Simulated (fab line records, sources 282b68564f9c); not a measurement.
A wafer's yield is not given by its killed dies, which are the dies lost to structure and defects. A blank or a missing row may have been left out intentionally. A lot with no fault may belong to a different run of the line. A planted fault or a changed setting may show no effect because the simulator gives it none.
Split-lot experiment	flow rit-cmos	on a route of 202 steps: 5 lots, 23 wafers read

THE SPLIT ITSELF
At RIT_NRETRO_COAT_01 (resist thk 1300 nm), the setting resist-thk-nm was moved away from the recipe's 1300 nm on 7 of the 23 wafers read, by -5.6% to +2.2%. The other wafers ran this setting at the recipe's value.

FROM SPLIT TO READING: 1 step shown by the file between the two
- RIT_NRETRO_DEVELOP_05: develop time 68 s (also split here: develop-time-s)

THE READING
NOVOLAK_of_NRETRO_COAT_01.thk-nm (the simulator's own value, which no gauge read), in nm, at RIT_NRETRO_HARDBAKE_07 (time 120 s). No usual value for it is given in the file. Across the 16 wafers here that went through the recipe, the average is 1138 nm and the standard deviation 2.3 nm.

wafer	tool, chamber at the split	resist-thk-nm as run, nm	against the recipe	NOVOLAK_of_NRETRO_COAT_01.thk-nm, nm	against lot-mates on the recipe
L078.2	litho-track-02, 0	1300	recipe	1139	-
L078.4	litho-track-02, 0	1300	recipe	1138	-
L078.6	litho-track-02, 0	1300	recipe	1142	-
L079.2	litho-track-03, 0	1227	-5.6%	1076	-61
L079.3	litho-track-03, 0	1227	-5.6%	1075	-62
L079.4	litho-track-03, 0	1300	recipe	1136	-
L079.5	litho-track-03, 0	1300	recipe	1137	-
L079.6	litho-track-03, 0	1300	recipe	1139	-
L081.1	litho-track-02, 0	1329	+2.2%	1171	+30
L081.2	litho-track-02, 0	1300	recipe	1143	-
L081.3	litho-track-02, 0	1329	+2.2%	1167	+26
L081.5	litho-track-02, 0	1300	recipe	1139	-
L081.6	litho-track-02, 0	1329	+2.2%	1164	+23
L082.2	litho-track-03, 0	1260	-3.1%	1102	-35
L082.4	litho-track-03, 0	1260	-3.1%	1102	-35
L082.3	litho-track-03, 0	1300	recipe	1137	-
L082.5	litho-track-03, 0	1300	recipe	1135	-
L082.6	litho-track-03, 0	1300	recipe	1139	-
L084.1	litho-track-04, 0	1300	recipe	1135	-
L084.4	litho-track-04, 0	1300	recipe	1135	-
L084.5	litho-track-04, 0	1300	recipe	1135	-
L084.2	litho-track-04, 0	1300	recipe	1138	-
L084.6	litho-track-04, 0	1300	recipe	1137	-

FIT RESULTS
A straight line over all 23 wafers: NOVOLAK_of_NRETRO_COAT_01.thk-nm changes by +11.6 nm for each +1% of resist-thk-nm; r = +0.99; the points scatter about the line by 2.7 nm.
The same after taking each lot's own level away (the mean of its wafers on the recipe; 23 wafers): +11.2 nm for each +1%; r = +1.00; scatter 1.8 nm.
That fit puts the effect of the largest move of resist-thk-nm on the reading at 63 nm.
Across the lots, their own levels run from 1136.0 to 1141.0 nm, a range of 2.1 times the standard deviation given above.
The two slopes agree, so the slope changes little with the lot-to-lot level.
Check: -63.6 nm against its lot-mates is what the line predicts for one of the wafers moved furthest among these (-5.6%) when that wafer is left out of the fit. Against them it came out at -61.3 nm.

ADDITIONAL SPLITS CARRIED BY THESE WAFERS
Before the reading, these wafers also passed through other splits. Each is held against what the fit with the lots' levels taken away leaves over:
other split on the same wafers	wafers away from the commonest value	r with NOVOLAK_of_NRETRO_COAT_01.thk-nm (lot level and that fit taken away)
RIT_ACTIVE_OXIDATION_01 temp-c	10	-0.16
RIT_ACTIVE_ETCH_13 time-s	6	+0.40
RIT_NRETRO_DEVELOP_05 develop-time-s	7	+0.11

THE WHOLE CHAIN: every reading that the file lists as answering this split, in the file's order
step	what it does	reading	change (the file's fit)	r (the file's)
RIT_NRETRO_COAT_01	resist thk 1300 nm	NOVOLAK_of_NRETRO_COAT_01.thk-nm (the simulator's own value, which no gauge read)	+13 nm for each +1% of the setting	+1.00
RIT_NRETRO_HARDBAKE_07	time 120 s	NOVOLAK_of_NRETRO_COAT_01.thk-nm (the simulator's own value, which no gauge read)	+11.2 nm for each +1% of the setting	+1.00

FILE'S OWN FIT
NOVOLAK_of_NRETRO_COAT_01.thk-nm changes by +11.2 nm for each +1% of resist-thk-nm, r = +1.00.
